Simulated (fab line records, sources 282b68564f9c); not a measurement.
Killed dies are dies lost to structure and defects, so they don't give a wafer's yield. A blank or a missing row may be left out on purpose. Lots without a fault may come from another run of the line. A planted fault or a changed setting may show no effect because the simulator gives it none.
fab line records | flow rit_cmos
record lots=5 wafers=15 last_day=7
route steps=202 shown FOX1@22 FOX2@23 NWELL@28 PWELL@39 WELLDRIVE@50 NRETRO@53 PRETRO@64 GATE@75
lots that met no fault: from a run of the same line without faults
start_h: hours from the record's first day to the start of the lot's first wafer shown | wait_h: hours since the lot's step before | " the same as in the row above | L1.1+2: a row that stands for several wafers | - no value, or no start given | * or withheld: withheld | < > ~ a bound
route shown NAME@n: a module of which the file shows steps, and the number in the route of the first | usual: mean/standard deviation of fault-free wafers | same: alike in all rows | chamber/n: place in a boat | sites: the reading at each site | _std_site: their standard deviation | _edge_site: outer sites' mean less inner sites' | radius_mm: how far each site lies from the wafer's centre | mask NAME#n: copy n | behind: the tool/chamber that last shaped the wafer | hold: why the lot was held/for how many hours/how that ended | device: the transistor (n, p or np) that didn't switch | end of line: the same wafers' tests at the end of the route | a step without rows: its recipe alone | killed: dies lost to structure and defects at the first sort, not the wafer's yield | map: a wafer's dies, x killed, . not, _ none there
set.NAME: the setting as run; set.NAME@STEP: as run at that earlier step | model.NAME: the simulator's own value behind a step, which no gauge read
lots at some steps of the route; a table a step, a row a wafer
services: from which hour (start_h, from the record's first day; less than 0 if before it) a tool's chamber was out of use, for how many hours, and why
## steps
# step RIT_FOX1_WET_ETCH_02
# recipe chemistry=BOE target_depth_nm=350 time_s=390 temp_c=21.5 dry=n2_spin dilution=10:1 target=SiO2
# columns lot.wafer tool chamber start_h wait_h
L076.1+3+4 wet_bench-03 1 27.51 0.1
L083.3+5+6 wet_bench-03 1 63.56 0.0
L085.3+4+5 wet_bench-01 1 73.33 0.0
L088.1+3+4 wet_bench-02 1 88.40 0.1
L096.1+4+6 wet_bench-01 0 129.07 0.1
# step RIT_FOX2_OXIDATION_00
# recipe temp_c=1100 ambient=H2O target_thk_a=3507 p_h2o_torr=720 ox_time_s=1130
# columns lot.wafer tool chamber start_h wait_h
L076.1+3+4 furnace-03 0 28.03 0.4
L083.3+5+6 furnace-04 0 63.67 0.0
L085.3+4+5 furnace-04 0 73.91 0.5
L088.1+3+4 furnace-04 0 88.52 0.0
L096.1+4+6 furnace-03 0 129.19 0.0
# step RIT_FOX2_THK_MEAS_01
# recipe reads=SiO2_of_FOX2_OXIDATION_00
# usual FOX2_OXIDE_THK=350/6.5
# columns lot.wafer tool chamber start_h wait_h FOX2_OXIDE_THK[nm]
L076.1 film_metro-01 - 29.34 0.0 349
L076.3 " - " " 351
L076.4 " - " " 347
L083.3 film_metro-04 - 65.01 0.0 352
L083.5 " - " " 346
L083.6 " - " " 349
L085.3 film_metro-03 - 75.24 0.0 345
L085.4 " - " " 345
L085.5 " - " " 342
L088.1 film_metro-01 - 89.83 0.0 350
L088.3 " - " " 349
L088.4 " - " " 350
L096.1 film_metro-03 - 130.51 0.0 348
L096.4 " - " " 346
L096.6 " - " " 347
# step RIT_FOX2_CLEAN_02
# recipe chemistry=dHF dilution=50:1 time_s=180
# columns lot.wafer tool chamber start_h wait_h
L076.1+3+4 wet_bench-02 2 29.42 0.1
L083.3+5+6 wet_bench-02 2 65.05 0.0
L085.3+4+5 wet_bench-01 2 75.28 0.0
L088.1+3+4 wet_bench-04 1 89.89 0.1
L096.1+4+6 wet_bench-04 0 130.57 0.1
# step RIT_FOX2_WET_ETCH_03
# recipe chemistry=H3PO4 target=Si3N4 target_depth_nm=195 temp_c=165 time_s=2700
# columns lot.wafer tool chamber start_h wait_h
L076.1+3+4 wet_bench-02 3 29.48 0.0
L083.3+5+6 wet_bench-02 0 65.11 0.0
L085.3+4+5 wet_bench-04 1 75.34 0.0
L088.1+3+4 wet_bench-02 0 89.95 0.0
L096.1+4+6 wet_bench-02 1 130.62 0.0
# step RIT_FOX2_THK_MEAS_90
# recipe reads=SiO2_of_FOX2_OXIDATION_00
# usual FIELD_OXIDE_LEFT_1_THK=323/6.5
# columns lot.wafer tool chamber start_h wait_h FIELD_OXIDE_LEFT_1_THK[nm]
L076.1 film_metro-01 - 30.24 0.0 322
L076.3 " - " " 324
L076.4 " - " " 320
L083.3 film_metro-01 - 65.96 0.0 325
L083.5 " - " " 318
L083.6 " - " " 322
L085.3 film_metro-04 - 76.19 0.0 318
L085.4 " - " " 318
L085.5 " - " " 315
L088.1 film_metro-04 - 91.47 0.0 322
L088.3 " - " " 322
L088.4 " - " " 322
L096.1 film_metro-03 - 131.45 0.0 321
L096.4 " - " " 319
L096.6 " - " " 320
# step RIT_NWELL_HMDS_00
# recipe prime_time_s=60 prime_temp_c=140
# same prime_time_s=60
# columns lot.wafer tool chamber start_h wait_h
L076.1+3+4 litho_track-02 0 30.30 0.1
L083.3+5+6 litho_track-03 0 66.05 0.1
L085.3+4+5 litho_track-03 0 76.28 0.1
L088.1+3+4 litho_track-03 0 91.53 0.1
L096.1+4+6 litho_track-04 0 131.51 0.1
# step RIT_NWELL_COAT_01
# recipe resist=NOVOLAK spin_rpm=2000 resist_thk_nm=1300
# columns lot.wafer tool chamber start_h wait_h
L076.1+3+4 litho_track-02 0 30.45 0.1
L083.3+5+6 litho_track-03 0 66.20 0.1
L085.3+4+5 litho_track-03 0 76.43 0.1
L088.1+3+4 litho_track-03 0 91.68 0.1
L096.1+4+6 litho_track-04 0 131.66 0.1
# step RIT_NWELL_SOFTBAKE_02
# recipe resist=NOVOLAK temp_c=90 time_s=60
# columns lot.wafer tool chamber start_h wait_h
L076.1+3+4 litho_track-02 0 30.60 0.1
L083.3+5+6 litho_track-03 0 66.35 0.1
L085.3+4+5 litho_track-03 0 76.58 0.1
L088.1+3+4 litho_track-03 0 91.83 0.1
L096.1+4+6 litho_track-04 0 131.81 0.1
# step RIT_NWELL_EXPOSE_03
# recipe mask_id=M2 na=0.57 target_cd_nm=43900 dose_mj=250
# columns lot.wafer tool chamber start_h wait_h mask
L076.1+3+4 iline_stepper-01 0 30.87 0.2 M2#0
L083.3+5+6 iline_stepper-01 0 66.62 0.2 M2#0
L085.3+4+5 iline_stepper-01 0 76.84 0.2 M2#0
L088.1+3+4 iline_stepper-02 0 92.10 0.2 M2#0
L096.1+4+6 iline_stepper-01 0 132.09 0.2 M2#0
# step RIT_NWELL_PEB_04
# recipe resist=NOVOLAK temp_c=withheld time_s=withheld
# columns lot.wafer tool chamber start_h wait_h
L076.1+3+4 litho_track-02 0 30.99 0.1
L083.3+5+6 litho_track-03 0 66.75 0.1
L085.3+4+5 litho_track-04 0 76.97 0.1
L088.1+3+4 litho_track-03 0 92.22 0.1
L096.1+4+6 litho_track-04 0 132.20 0.1
# step RIT_NWELL_DEVELOP_05
# recipe resist=NOVOLAK develop_time_s=68 dev_temp_c=23
# columns lot.wafer tool chamber start_h wait_h
L076.1+3+4 litho_track-02 0 - -
L083.3+5+6 litho_track-03 0 - -
L085.3+4+5 litho_track-04 0 - -
L088.1+3+4 litho_track-03 0 - -
L096.1+4+6 litho_track-04 0 - -
# step RIT_NWELL_OVL_MEAS_06
# usual NWELL_OVL=0.7/1.5
# columns lot.wafer tool chamber start_h wait_h NWELL_OVL[nm]
L076.1 overlay-02 - 31.30 - 1.6
L076.3 " - " " 1.1
L076.4 " - " " 1.4
L083.3 overlay-01 - 67.02 - -0.6
L083.5 " - " " 0.8
L083.6 " - " " 0.3
L085.3 overlay-02 - 77.24 - -1.8
L085.4 " - " " -2.3
L085.5 " - " " -0.8
L088.1 overlay-01 - 92.53 - -0.2
L088.3 " - " " -1.4
L088.4 " - " " 0.3
L096.1 overlay-02 - 132.52 - 4.0
L096.4 " - " " 3.4
L096.6 " - " " 4.4
# step RIT_NWELL_HARDBAKE_07
# recipe resist=NOVOLAK temp_c=140 time_s=120
# columns lot.wafer tool chamber start_h wait_h
L076.1+3+4 litho_track-03 0 31.34 0.0
L083.3+5+6 litho_track-04 0 67.13 0.1
L085.3+4+5 litho_track-03 0 77.35 0.1
L088.1+3+4 litho_track-04 0 92.57 0.0
L096.1+4+6 litho_track-04 0 132.55 0.0
# step RIT_NWELL_IMPLANT_08
# recipe species=P energy_kev=170 dose_cm2=5e+13 tilt_deg=7
# columns lot.wafer tool chamber start_h wait_h
L076.1+3+4 implanter-02 0 31.59 0.2
L083.3+5+6 implanter-03 0 67.35 0.2
L085.3+4+5 implanter-03 0 77.57 0.2
L088.1+3+4 implanter-02 0 92.82 0.2
L096.1+4+6 implanter-04 0 132.80 0.2
# step RIT_NWELL_STRIP_09
# recipe chemistry=O2 time_s=180 resist=NOVOLAK platen_temp_c=withheld power_w=500 pressure_mtorr=4000 o2_flow_sccm=4000
# usual drypump_motor_current_A=5.6/0.51
# columns lot.wafer tool chamber start_h wait_h drypump_motor_current_A rf_hours_counter_h
L076.1 plasma_asher-04 0 31.74 0.1 6.3 40
L076.3 " 1 " " 5.7 -
L076.4 " 0 " " 6.3 -
L083.3 plasma_asher-04 0 67.50 0.1 6.3 -
L083.5 " 1 " " 5.7 -
L083.6 " 0 " " 6.3 -
L085.3 plasma_asher-04 0 77.73 0.1 6.3 -
L085.4 " 1 " " 5.7 -
L085.5 " 1 " " 5.7 -
L088.1 plasma_asher-04 1 92.97 0.1 5.7 46
L088.3 " 1 " " 5.7 -
L088.4 " 0 " " 6.3 -
L096.1 plasma_asher-02 0 132.95 0.1 5.3 2
L096.4 " 0 " " 5.3 -
L096.6 " 1 " " 6.0 -
# step RIT_NWELL_TW_MEAS_10
# usual NWELL_TW=2169/11
# columns lot.wafer tool chamber start_h wait_h NWELL_TW
L076.1 film_metro-02 - 31.91 0.1 2166
L076.3 " - " " 2157
L076.4 " - " " 2171
L083.3 film_metro-04 - 67.64 0.1 2157
L083.5 " - " " 2166
L083.6 " - " " 2171
L085.3 film_metro-04 - 77.86 0.1 2162
L085.4 " - " " 2166
L085.5 " - " " 2166
L088.1 film_metro-01 - 93.14 0.1 2164
L088.3 " - " " 2163
L088.4 " - " " 2164
L096.1 film_metro-01 - 133.13 0.1 2191
L096.4 " - " " 2183
L096.6 " - " " 2188
# step RIT_PWELL_HMDS_00
# recipe prime_time_s=60 prime_temp_c=140
# same prime_time_s=60
# columns lot.wafer tool chamber start_h wait_h
L076.1+3+4 litho_track-01 0 31.97 0.1
L083.3+5+6 litho_track-01 0 67.73 0.1
L085.3+4+5 litho_track-01 0 77.97 0.1
L088.1+3+4 litho_track-03 0 93.20 0.1
L096.1+4+6 litho_track-04 0 133.19 0.1
# step RIT_PWELL_COAT_01
# recipe resist=NOVOLAK spin_rpm=2000 resist_thk_nm=1300
# columns lot.wafer tool chamber start_h wait_h
L076.1+3+4 litho_track-01 0 32.12 0.1
L083.3+5+6 litho_track-01 0 67.88 0.1
L085.3+4+5 litho_track-01 0 78.12 0.1
L088.1+3+4 litho_track-03 0 93.35 0.1
L096.1+4+6 litho_track-04 0 133.34 0.1
# step RIT_PWELL_SOFTBAKE_02
# recipe resist=NOVOLAK temp_c=90 time_s=60
# columns lot.wafer tool chamber start_h wait_h
L076.1+3+4 litho_track-01 0 32.27 0.1
L083.3+5+6 litho_track-01 0 68.03 0.1
L085.3+4+5 litho_track-01 0 78.27 0.1
L088.1+3+4 litho_track-03 0 93.50 0.1
L096.1+4+6 litho_track-04 0 133.49 0.1
# step RIT_PWELL_EXPOSE_03
# recipe mask_id=M3 na=0.57 target_cd_nm=43700 dose_mj=250
# columns lot.wafer tool chamber start_h wait_h mask
L076.1+3+4 iline_stepper-02 0 32.55 0.2 M3#0
L083.3+5+6 iline_stepper-02 0 68.29 0.2 M3#0
L085.3+4+5 iline_stepper-02 0 78.42 0.1 M3#0
L088.1+3+4 iline_stepper-02 0 93.65 0.1 M3#0
L096.1+4+6 iline_stepper-02 0 133.76 0.2 M3#0
# step RIT_PWELL_PEB_04
# recipe resist=NOVOLAK temp_c=withheld time_s=withheld
# columns lot.wafer tool chamber start_h wait_h
L076.1+3+4 litho_track-04 0 32.67 0.1
L083.3+5+6 litho_track-04 0 68.42 0.1
L085.3+4+5 litho_track-04 0 78.56 0.1
L088.1+3+4 litho_track-03 0 93.77 0.1
L096.1+4+6 litho_track-04 0 133.88 0.1
# step RIT_PWELL_DEVELOP_05
# recipe resist=NOVOLAK develop_time_s=68 dev_temp_c=23
# columns lot.wafer tool chamber start_h wait_h
L076.1+3+4 litho_track-04 0 - -
L083.3+5+6 litho_track-04 0 - -
L085.3+4+5 litho_track-04 0 - -
L088.1+3+4 litho_track-03 0 - -
L096.1+4+6 litho_track-04 0 - -
# step RIT_PWELL_OVL_MEAS_06
# usual PWELL_OVL=0.0/1.4
# columns lot.wafer tool chamber start_h wait_h PWELL_OVL[nm]
L076.1 overlay-01 - 32.98 - -0.8
L076.3 " - " " 0.9
L076.4 " - " " -1.5
L083.3 overlay-02 - 68.70 - 0.9
L083.5 " - " " 0.6
L083.6 " - " " 0.7
L085.3 overlay-02 - 78.83 - 1.5
L085.4 " - " " -1.8
L085.5 " - " " -1.0
L088.1 overlay-02 - 94.08 - -0.1
L088.3 " - " " -0.2
L088.4 " - " " -1.4
L096.1 overlay-01 - 134.19 - 0.1
L096.4 " - " " 0.4
L096.6 " - " " -1.8
# step RIT_PWELL_HARDBAKE_07
# recipe resist=NOVOLAK temp_c=140 time_s=120
# columns lot.wafer tool chamber start_h wait_h
L076.1+3+4 litho_track-01 0 33.02 0.0
L083.3+5+6 litho_track-04 0 68.80 0.1
L085.3+4+5 litho_track-03 0 78.94 0.1
L088.1+3+4 litho_track-01 0 94.12 0.0
L096.1+4+6 litho_track-01 0 134.30 0.1
# step RIT_PWELL_IMPLANT_08
# recipe species=B energy_kev=170 dose_cm2=7e+13 tilt_deg=7
# columns lot.wafer tool chamber start_h wait_h
L076.1+3+4 implanter-02 0 33.27 0.2
L083.3+5+6 implanter-01 0 69.02 0.2
L085.3+4+5 implanter-01 0 79.16 0.2
L088.1+3+4 implanter-04 0 94.37 0.2
L096.1+4+6 implanter-01 0 134.55 0.2
# step RIT_PWELL_STRIP_09
# recipe chemistry=O2 time_s=180 resist=NOVOLAK platen_temp_c=withheld power_w=500 pressure_mtorr=4000 o2_flow_sccm=4000
# usual drypump_motor_current_A=5.7/0.34
# columns lot.wafer tool chamber start_h wait_h drypump_motor_current_A rf_hours_counter_h
L076.1 plasma_asher-01 0 33.42 0.1 5.8 24
L076.3 " 1 " " 5.4 -
L076.4 " 0 " " 5.8 -
L083.3 plasma_asher-02 0 69.18 0.1 5.3 -
L083.5 " 0 " " 5.3 -
L083.6 " 1 " " 6.1 -
L085.3 plasma_asher-02 0 79.32 0.1 5.3 -
L085.4 " 1 " " 6.1 -
L085.5 " 0 " " 5.3 -
L088.1 plasma_asher-01 0 94.52 0.1 5.7 30
L088.3 " 0 " " 5.7 -
L088.4 " 1 " " 5.4 -
L096.1 plasma_asher-01 1 134.70 0.1 5.4 35
L096.4 " 1 " " 5.4 -
L096.6 " 1 " " 5.4 -
# step RIT_PWELL_TW_MEAS_10
# usual PWELL_TW=960/4.9
# columns lot.wafer tool chamber start_h wait_h PWELL_TW
L076.1 film_metro-01 - 33.59 0.1 970
L076.3 " - " " 967
L076.4 " - " " 969
L083.3 film_metro-04 - 69.32 0.1 957
L083.5 " - " " 958
L083.6 " - " " 962
L085.3 film_metro-01 - 79.45 0.1 967
L085.4 " - " " 962
L085.5 " - " " 967
L088.1 film_metro-01 - 94.69 0.1 966
L088.3 " - " " 965
L088.4 " - " " 965
L096.1 film_metro-04 - 134.88 0.1 957
L096.4 " - " " 963
L096.6 " - " " 959
# step RIT_WELLDRIVE_ANNEAL_00
# recipe temp_c=1100 time_s=14700 ambient=N2
# columns lot.wafer tool chamber start_h wait_h
L076.1+3+4 furnace-01 0 34.66 1.1
L083.3+5+6 furnace-03 0 70.34 1.0
L085.3+4+5 furnace-03 0 79.60 0.1
L088.1+3+4 furnace-04 0 94.75 0.1
L096.1+4+6 furnace-04 0 136.10 1.2
# step RIT_WELLDRIVE_RS_MEAS_01
# recipe thk_meas_gauge=four-point-probe
# usual NWELL_RS=275.1/0.75
# columns lot.wafer tool chamber start_h wait_h NWELL_RS[ohm/sq]
L076.1 film_metro-02 - 39.74 0.0 275.1
L076.3 " - " " 275.0
L076.4 " - " " 273.9
L083.3 film_metro-02 - 75.46 0.0 274.5
L083.5 " - " " 275.8
L083.6 " - " " 275.8
L085.3 film_metro-04 - 84.73 0.0 274.4
L085.4 " - " " 276.3
L085.5 " - " " 275.4
L088.1 film_metro-02 - 99.84 0.0 277.4
L088.3 " - " " 277.1
L088.4 " - " " 277.0
L096.1 film_metro-01 - 141.18 0.0 275.5
L096.4 " - " " 275.2
L096.6 " - " " 276.1
# step RIT_WELLDRIVE_RS_MEAS_02
# recipe thk_meas_gauge=four-point-probe
# usual PWELL_RS=429.3/1.1
# columns lot.wafer tool chamber start_h wait_h PWELL_RS[ohm/sq]
L076.1 film_metro-02 - 39.86 0.1 427.4
L076.3 " - " " 428.3
L076.4 " - " " 428.7
L083.3 film_metro-02 - 75.58 0.1 428.1
L083.5 " - " " 430.2
L083.6 " - " " 429.8
L085.3 film_metro-04 - 84.85 0.1 429.4
L085.4 " - " " 429.7
L085.5 " - " " 428.9
L088.1 film_metro-02 - 99.96 0.1 430.1
L088.3 " - " " 428.7
L088.4 " - " " 429.4
L096.1 film_metro-01 - 141.30 0.1 428.9
L096.4 " - " " 429.3
L096.6 " - " " 428.2
# step RIT_NRETRO_HMDS_00
# recipe prime_time_s=60 prime_temp_c=140
# same prime_time_s=60
# columns lot.wafer tool chamber start_h wait_h
L076.1+3+4 litho_track-01 0 39.98 0.1
L083.3+5+6 litho_track-01 0 75.71 0.1
L085.3+4+5 litho_track-04 0 84.98 0.1
L088.1+3+4 litho_track-04 0 100.08 0.1
L096.1+4+6 litho_track-01 0 141.42 0.1
# step RIT_NRETRO_COAT_01
# recipe resist=NOVOLAK spin_rpm=2000 resist_thk_nm=1300
# columns lot.wafer tool chamber start_h wait_h
L076.1+3+4 litho_track-01 0 40.13 0.1
L083.3+5+6 litho_track-01 0 75.86 0.1
L085.3+4+5 litho_track-04 0 85.13 0.1
L088.1+3+4 litho_track-04 0 100.23 0.1
L096.1+4+6 litho_track-01 0 141.57 0.1
# step RIT_NRETRO_SOFTBAKE_02
# recipe resist=NOVOLAK temp_c=90 time_s=60
# columns lot.wafer tool chamber start_h wait_h
L076.1+3+4 litho_track-01 0 40.28 0.1
L083.3+5+6 litho_track-01 0 76.01 0.1
L085.3+4+5 litho_track-04 0 85.28 0.1
L088.1+3+4 litho_track-04 0 100.38 0.1
L096.1+4+6 litho_track-01 0 141.72 0.1
# step RIT_NRETRO_EXPOSE_03
# recipe mask_id=M4 na=0.57 target_cd_nm=43900 dose_mj=250
# columns lot.wafer tool chamber start_h wait_h mask
L076.1+3+4 iline_stepper-02 0 40.56 0.2 M4#0
L083.3+5+6 iline_stepper-02 0 76.28 0.2 M4#0
L085.3+4+5 iline_stepper-01 0 85.54 0.2 M4#0
L088.1+3+4 iline_stepper-01 0 100.65 0.2 M4#0
L096.1+4+6 iline_stepper-01 0 141.87 0.1 M4#0
# step RIT_NRETRO_PEB_04
# recipe resist=NOVOLAK temp_c=withheld time_s=withheld
# columns lot.wafer tool chamber start_h wait_h
L076.1+3+4 litho_track-04 0 40.68 0.1
L083.3+5+6 litho_track-01 0 76.53 0.2
L085.3+4+5 litho_track-04 0 85.67 0.1
L088.1+3+4 litho_track-01 0 100.77 0.1
L096.1+4+6 litho_track-01 0 141.99 0.1
# step RIT_NRETRO_DEVELOP_05
# recipe resist=NOVOLAK develop_time_s=68 dev_temp_c=23
# columns lot.wafer tool chamber start_h wait_h
L076.1+3+4 litho_track-04 0 - -
L083.3+5+6 litho_track-01 0 - -
L085.3+4+5 litho_track-04 0 - -
L088.1+3+4 litho_track-01 0 - -
L096.1+4+6 litho_track-01 0 - -
# step RIT_NRETRO_OVL_MEAS_06
# usual NRETRO_OVL=-0.7/1.4
# columns lot.wafer tool chamber start_h wait_h NRETRO_OVL[nm]
L076.1 overlay-02 - 40.99 - -0.4
L076.3 " - " " -0.2
L076.4 " - " " 0.2
L083.3 overlay-02 - 76.81 - -4.5
L083.5 " - " " -1.1
L083.6 " - " " -0.7
L085.3 overlay-02 - 85.94 - -2.0
L085.4 " - " " -1.0
L085.5 " - " " -1.3
L088.1 overlay-02 - 101.10 - 0.6
L088.3 " - " " 1.1
L088.4 " - " " 1.9
L096.1 overlay-02 - 142.30 - -0.4
L096.4 " - " " -0.4
L096.6 " - " " -1.7
# step RIT_NRETRO_HARDBAKE_07
# recipe resist=NOVOLAK temp_c=140 time_s=120
# columns lot.wafer tool chamber start_h wait_h
L076.1+3+4 litho_track-01 0 41.17 0.2
L083.3+5+6 litho_track-01 0 76.91 0.1
L085.3+4+5 litho_track-04 0 86.05 0.1
L088.1+3+4 litho_track-02 0 101.39 0.3
L096.1+4+6 litho_track-02 0 142.39 0.1
# step RIT_NRETRO_IMPLANT_08
# recipe species=P energy_kev=70 dose_cm2=1e+13 tilt_deg=7
# columns lot.wafer tool chamber start_h wait_h
L076.1+3+4 implanter-03 0 41.42 0.2
L083.3+5+6 implanter-04 0 77.13 0.2
L085.3+4+5 implanter-03 0 86.27 0.2
L088.1+3+4 implanter-03 0 101.64 0.2
L096.1+4+6 implanter-04 0 142.64 0.2
# step RIT_NRETRO_STRIP_09
# recipe chemistry=O2 time_s=180 resist=NOVOLAK platen_temp_c=withheld power_w=500 pressure_mtorr=4000 o2_flow_sccm=4000
# usual drypump_motor_current_A=5.4/0.36
# columns lot.wafer tool chamber start_h wait_h drypump_motor_current_A rf_hours_counter_h
L076.1 plasma_asher-03 0 41.57 0.1 4.8 38
L076.3 " 1 " " 5.4 -
L076.4 " 0 " " 4.8 -
L083.3 plasma_asher-01 0 77.29 0.1 5.8 -
L083.5 " 0 " " 5.8 -
L083.6 " 1 " " 5.4 -
L085.3 plasma_asher-02 1 86.43 0.1 6.0 -
L085.4 " 0 " " 5.3 -
L085.5 " 1 " " 6.0 -
L088.1 plasma_asher-02 0 101.79 0.1 5.3 44
L088.3 " 0 " " 5.3 -
L088.4 " 1 " " 6.0 -
L096.1 plasma_asher-03 0 142.79 0.1 4.8 50
L096.4 " 0 " " 4.8 -
L096.6 " 1 " " 5.4 -
# step RIT_NRETRO_TW_MEAS_10
# usual NRETRO_TW=1054/14
# columns lot.wafer tool chamber start_h wait_h NRETRO_TW
L076.1 film_metro-02 - 41.74 0.1 1061
L076.3 " - " " 1061
L076.4 " - " " 1063
L083.3 film_metro-01 - 77.43 0.1 1064
L083.5 " - " " 1061
L083.6 " - " " 1058
L085.3 film_metro-03 - 86.56 0.1 1040
L085.4 " - " " 1039
L085.5 " - " " 1044
L088.1 film_metro-02 - 101.97 0.1 1057
L088.3 " - " " 1058
L088.4 " - " " 1058
L096.1 film_metro-01 - 142.97 0.1 1070
L096.4 " - " " 1068
L096.6 " - " " 1072
# step RIT_PRETRO_HMDS_00
# recipe prime_time_s=60 prime_temp_c=140
# same prime_time_s=60
# columns lot.wafer tool chamber start_h wait_h
L076.1+3+4 litho_track-01 0 41.80 0.1
L083.3+5+6 litho_track-01 0 77.52 0.1
L085.3+4+5 litho_track-02 0 86.66 0.1
L088.1+3+4 litho_track-01 0 102.04 0.1
L096.1+4+6 litho_track-01 0 143.03 0.1
# step RIT_PRETRO_COAT_01
# recipe resist=NOVOLAK spin_rpm=2000 resist_thk_nm=1300
# columns lot.wafer tool chamber start_h wait_h
L076.1+3+4 litho_track-01 0 41.95 0.1
L083.3+5+6 litho_track-01 0 77.67 0.1
L085.3+4+5 litho_track-02 0 86.81 0.1
L088.1+3+4 litho_track-01 0 102.19 0.1
L096.1+4+6 litho_track-01 0 143.18 0.1
# step RIT_PRETRO_SOFTBAKE_02
# recipe resist=NOVOLAK temp_c=90 time_s=60
# columns lot.wafer tool chamber start_h wait_h
L076.1+3+4 litho_track-01 0 42.10 0.1
L083.3+5+6 litho_track-01 0 77.82 0.1
L085.3+4+5 litho_track-02 0 86.96 0.1
L088.1+3+4 litho_track-01 0 102.34 0.1
L096.1+4+6 litho_track-01 0 143.33 0.1
# step RIT_PRETRO_EXPOSE_03
# recipe mask_id=M5 na=0.57 target_cd_nm=43700 dose_mj=250
# columns lot.wafer tool chamber start_h wait_h mask
L076.1+3+4 iline_stepper-02 0 42.25 0.1 M5#0
L083.3+5+6 iline_stepper-02 0 78.08 0.2 M5#0
L085.3+4+5 iline_stepper-02 0 87.10 0.1 M5#0
L088.1+3+4 iline_stepper-02 0 102.61 0.2 M5#0
L096.1+4+6 iline_stepper-02 0 143.63 0.3 M5#0
# step RIT_PRETRO_PEB_04
# recipe resist=NOVOLAK temp_c=withheld time_s=withheld
# columns lot.wafer tool chamber start_h wait_h
L076.1+3+4 litho_track-01 0 42.37 0.1
L083.3+5+6 litho_track-02 0 78.21 0.1
L085.3+4+5 litho_track-01 0 87.22 0.1
L088.1+3+4 litho_track-01 0 102.73 0.1
L096.1+4+6 litho_track-02 0 143.75 0.1
# step RIT_PRETRO_DEVELOP_05
# recipe resist=NOVOLAK develop_time_s=68 dev_temp_c=23
# columns lot.wafer tool chamber start_h wait_h
L076.1+3+4 litho_track-01 0 - -
L083.3+5+6 litho_track-02 0 - -
L085.3+4+5 litho_track-01 0 - -
L088.1+3+4 litho_track-01 0 - -
L096.1+4+6 litho_track-02 0 - -
# step RIT_PRETRO_OVL_MEAS_06
# usual PRETRO_OVL=1.0/1.6
# columns lot.wafer tool chamber start_h wait_h PRETRO_OVL[nm]
L076.1 overlay-01 - 42.68 - 2.8
L076.3 " - " " 1.1
L076.4 " - " " 0.9
L083.3 overlay-02 - 78.49 - 0.1
L083.5 " - " " -1.4
L083.6 " - " " 1.3
L085.3 overlay-02 - 87.50 - 2.0
L085.4 " - " " -0.5
L085.5 " - " " 1.2
L088.1 overlay-02 - 103.04 - 2.9
L088.3 " - " " 2.5
L088.4 " - " " 4.0
L096.1 overlay-02 - 144.06 - -0.6
L096.4 " - " " -0.7
L096.6 " - " " 1.0
# step RIT_PRETRO_HARDBAKE_07
# recipe resist=NOVOLAK temp_c=140 time_s=120
# columns lot.wafer tool chamber start_h wait_h
L076.1+3+4 litho_track-01 0 42.72 0.0
L083.3+5+6 litho_track-02 0 78.59 0.1
L085.3+4+5 litho_track-01 0 87.61 0.1
L088.1+3+4 litho_track-03 0 103.08 0.0
L096.1+4+6 litho_track-01 0 144.10 0.0
# step RIT_PRETRO_IMPLANT_08
# recipe species=B energy_kev=45 dose_cm2=1.2e+13 tilt_deg=7
# columns lot.wafer tool chamber start_h wait_h
L076.1+3+4 implanter-02 0 42.97 0.2
L083.3+5+6 implanter-02 0 78.81 0.2
L085.3+4+5 implanter-01 0 87.82 0.2
L088.1+3+4 implanter-03 0 103.33 0.2
L096.1+4+6 implanter-03 0 144.35 0.2
# step RIT_PRETRO_STRIP_09
# recipe chemistry=O2 time_s=180 resist=NOVOLAK platen_temp_c=withheld power_w=500 pressure_mtorr=4000 o2_flow_sccm=4000
# usual drypump_motor_current_A=5.5/0.47
# columns lot.wafer tool chamber start_h wait_h drypump_motor_current_A rf_hours_counter_h
L076.1 plasma_asher-03 1 43.12 0.1 5.4 39
L076.3 " 1 " " 5.3 -
L076.4 " 0 " " 4.8 -
L083.3 plasma_asher-03 1 78.97 0.1 5.3 -
L083.5 " 0 " " 4.8 -
L083.6 " 1 " " 5.4 -
L085.3 plasma_asher-03 1 87.98 0.1 5.3 -
L085.4 " 0 " " 4.9 -
L085.5 " 0 " " 4.8 -
L088.1 plasma_asher-04 0 103.48 0.1 6.3 47
L088.3 " 1 " " 5.7 -
L088.4 " 0 " " 6.3 -
L096.1 plasma_asher-03 1 144.50 0.1 5.4 50
L096.4 " 0 " " 4.9 -
L096.6 " 0 " " 4.9 -
# step RIT_PRETRO_TW_MEAS_10
# usual PRETRO_TW=476/4.7
# columns lot.wafer tool chamber start_h wait_h PRETRO_TW
L076.1 film_metro-03 - 43.29 0.1 467
L076.3 " - " " 468
L076.4 " - " " 470
L083.3 film_metro-04 - 79.10 0.1 481
L083.5 " - " " 479
L083.6 " - " " 475
L085.3 film_metro-04 - 88.12 0.1 477
L085.4 " - " " 476
L085.5 " - " " 481
L088.1 film_metro-02 - 103.65 0.1 476
L088.3 " - " " 476
L088.4 " - " " 476
L096.1 film_metro-03 - 144.67 0.1 473
L096.4 " - " " 470
L096.6 " - " " 470
# step RIT_GATE_WET_ETCH_00
# recipe chemistry=BOE target=SiO2 target_depth_nm=56 time_s=60 dry=n2_spin dilution=10:1 temp_c=21.5
# columns lot.wafer tool chamber start_h wait_h
L076.1+3+4 wet_bench-04 2 43.35 0.1
L083.3+5+6 wet_bench-04 3 79.14 0.0
L085.3+4+5 wet_bench-02 1 88.16 0.0
L088.1+3+4 wet_bench-03 1 103.71 0.1
L096.1+4+6 wet_bench-02 1 144.73 0.1
# step RIT_GATE_CLEAN_01
# recipe chemistry=SC1 mix=3:3:50 time_s=600 temp_c=75
# columns lot.wafer tool chamber start_h wait_h
L076.1+3+4 wet_bench-03 2 43.40 0.0
L083.3+5+6 wet_bench-02 0 79.17 0.0
L085.3+4+5 wet_bench-04 1 88.18 0.0
L088.1+3+4 wet_bench-02 3 103.74 0.0
L096.1+4+6 wet_bench-03 0 144.76 0.0
## services
# columns tool chamber start_h hours kind
furnace-04 - 9.69 3.2 pm
plasma_asher-02 - 11.82 2.8 pm
plasma_asher-01 - 12.92 11.9 repair
implanter-02 - 13.89 4.1 repair
implanter-01 - 16.83 3.9 pm
furnace-04 - 24.22 1.5 repair
implanter-04 - 29.59 13.4 pm
furnace-03 - 29.80 7.7 pm
plasma_asher-04 - 68.49 0.4 repair
iline_stepper-01 - 81.64 1.3 repair
iline_stepper-02 - 103.32 1.7 pm
plasma_asher-02 - 108.75 9.0 pm
plasma_asher-02 0 108.75 9.0 vent_cycle
plasma_asher-02 1 108.75 9.0 vent_cycle
implanter-01 - 112.60 2.9 repair
implanter-04 - 114.42 3.4 repair
plasma_asher-02 0 117.75 - clean
plasma_asher-02 1 117.75 - clean
wet_bench-01 - 119.27 2.1 repair
implanter-02 - 122.15 2.2 repair
furnace-03 - 133.39 3.7 pm
plasma_asher-04 - 144.55 14.6 pm
## key
fault none
